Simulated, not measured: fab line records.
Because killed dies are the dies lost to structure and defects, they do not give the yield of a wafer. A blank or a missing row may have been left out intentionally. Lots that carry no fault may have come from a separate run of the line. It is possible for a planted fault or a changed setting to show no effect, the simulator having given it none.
What tool caused it? + flow berkeleyCmos170 + 42 wafers from 14 lots sampled at 3 of the route's 331 steps

WHAT EACH GAUGE READ, for each wafer
UCB170_SILICIDE_RS_MEAS_02: measures by four-point-probe.
| lot  | measured     | on           | SILICIDE_TI_RS (ohm/sq) |
|------|--------------|--------------|-------------------------|
| L673 | day 5 22:55  | filmMetro-03 | 27.0 27.5 26.9          |
| L678 | day 7 08:42  | filmMetro-03 | 27.0 26.9 26.6          |
| L679 | day 8 01:31  | filmMetro-03 | 27.0 26.3 27.0          |
| L677 | day 8 01:41  | filmMetro-01 | 26.7 27.2 26.4          |
| L681 | day 8 11:53  | filmMetro-03 | 26.6 26.7 26.4          |
| L680 | day 8 12:03  | filmMetro-04 | 27.1 26.7 26.6          |
| L682 | day 8 16:11  | filmMetro-01 | 27.4 27.6 27.6          |
| L683 | day 9 02:07  | filmMetro-04 | 27.0 26.5 26.8          |
| L692 | day 10 23:05 | filmMetro-04 | 26.1 25.7 26.5          |
| L691 | day 10 23:06 | filmMetro-01 | 27.2 26.8 27.1          |
| L693 | day 11 01:44 | filmMetro-03 | 26.7 26.1 26.9          |
| L694 | day 11 12:51 | filmMetro-03 | 26.8 26.2 26.3          |
| L695 | day 11 13:45 | filmMetro-04 | 26.6 26.9 26.9          |
| L696 | day 11 13:23 | filmMetro-03 | 26.8 26.9 27.3          |

UCB170_V1_CD_MEAS_90: the cd target is 700 nm.
| lot  | measured     | on       | cdNm (nm)         |
|------|--------------|----------|-------------------|
| L673 | day 6 13:26  | cdSem-01 | 700.8 702.9 700.7 |
| L678 | day 8 01:55  | cdSem-01 | 700.4 701.1 701.3 |
| L679 | day 8 15:28  | cdSem-02 | 700.1 699.3 700.2 |
| L677 | day 8 15:47  | cdSem-01 | 698.2 699.0 698.9 |
| L681 | day 9 03:54  | cdSem-02 | 700.4 699.7 700.7 |
| L680 | day 9 03:32  | cdSem-01 | 702.0 701.4 701.9 |
| L682 | day 9 04:27  | cdSem-02 | 700.7 700.5 700.2 |
| L683 | day 9 18:04  | cdSem-01 | 700.9 700.7 700.5 |
| L692 | day 11 14:22 | cdSem-01 | 698.7 700.5 700.8 |
| L691 | day 11 14:24 | cdSem-02 | 701.4 701.3 701.7 |
| L693 | day 11 14:11 | cdSem-01 | 698.6 699.4 699.2 |
| L694 | day 12 04:19 | cdSem-02 | 699.7 699.4 700.4 |
| L695 | day 12 04:40 | cdSem-02 | 701.3 700.3 700.6 |
| L696 | day 12 04:37 | cdSem-01 | 699.2 699.9 699.9 |

WHAT TOOL EACH LOT RAN ON (gives the tool, then ch and the chambers of the sampled wafers, and finally the start)
| lot  | UCB170_ACTIVE_STRIP_16             |
|------|------------------------------------|
| L673 | plasmaAsher-04 ch 0,1, day 3 17:35 |
| L678 | plasmaAsher-04 ch 0,1, day 4 23:33 |
| L679 | plasmaAsher-02 ch 0,1, day 5 07:52 |
| L677 | plasmaAsher-03 ch 0,1, day 5 08:10 |
| L681 | plasmaAsher-04 ch 0,1, day 5 19:07 |
| L680 | plasmaAsher-02 ch 0,1, day 5 19:21 |
| L682 | plasmaAsher-03 ch 0,1, day 6 05:44 |
| L683 | plasmaAsher-04 ch 0, day 6 10:56   |
| L692 | plasmaAsher-04 ch 0,1, day 8 07:18 |
| L691 | plasmaAsher-04 ch 0,1, day 8 07:53 |
| L693 | plasmaAsher-03 ch 0,1, day 8 13:06 |
| L694 | plasmaAsher-04 ch 0,1, day 8 22:03 |
| L695 | plasmaAsher-03 ch 0,1, day 8 22:19 |
| L696 | plasmaAsher-04 ch 0,1, day 8 22:27 |
- UCB170_ACTIVE_STRIP_16: strips in O2.

WHAT THE TOOLS THEMSELVES READ (means of the sampled wafers that have a number; where no wafer has one, the mark that the record gives instead)
UCB170_ACTIVE_STRIP_16.
| lot  | tool           | drypumpMotorCurrentA (A) | oesProductAu (a.u.) | stripTimeToEndpointS (s) |
|------|----------------|--------------------------|---------------------|--------------------------|
| L673 | plasmaAsher-04 | 5.5                      | 0.722               | 18.16                    |
| L678 | plasmaAsher-04 | 5.5                      | 0.719               | 18.07                    |
| L679 | plasmaAsher-02 | 5.7                      | 0.720               | 18.04                    |
| L677 | plasmaAsher-03 | 6.1                      | 0.721               | 18.18                    |
| L681 | plasmaAsher-04 | 5.1                      | 0.719               | 17.83                    |
| L680 | plasmaAsher-02 | 6.0                      | 0.722               | 18.13                    |
| L682 | plasmaAsher-03 | 6.0                      | 0.723               | 18.11                    |
| L683 | plasmaAsher-04 | 5.8                      | 0.720               | 18.02                    |
| L692 | plasmaAsher-04 | 5.5                      | 0.726               | 18.13                    |
| L691 | plasmaAsher-04 | 5.5                      | 0.721               | 18.24                    |
| L693 | plasmaAsher-03 | 6.0                      | 0.720               | 18.06                    |
| L694 | plasmaAsher-04 | 5.1                      | 0.723               | 17.97                    |
| L695 | plasmaAsher-03 | 6.1                      | 0.721               | 18.16                    |
| L696 | plasmaAsher-04 | 5.1                      | 0.719               | 18.12                    |

THE ANSWER, worked out from the rows above alone
Rule: the lots themselves supply what counts as usual. The widest of any qualifying gaps counts: lots, ordered by their means at a reading, are off when they make up no more than a third of the lots, leave a main group of 4 or more, and stand apart from it by 3 or more times the standard deviation of that group's means. If all means in a main group match to the digits the tables above print for the reading, that group is not used. A lot without any number at a reading at which 4 lots or more have one is off too. Any other lot the step has rows for is counted as sound. After the gauges, taken in route order, come the tools' own readings; for these a lot's mean is taken, as printed above. At the first step where some lot is off, the reading lying furthest off is the one used; lots without a number count as furthest.
No lot is off on any of the readings shown, so nothing can be concluded from this.

WHAT THE SIMULATOR HAD INSERTED
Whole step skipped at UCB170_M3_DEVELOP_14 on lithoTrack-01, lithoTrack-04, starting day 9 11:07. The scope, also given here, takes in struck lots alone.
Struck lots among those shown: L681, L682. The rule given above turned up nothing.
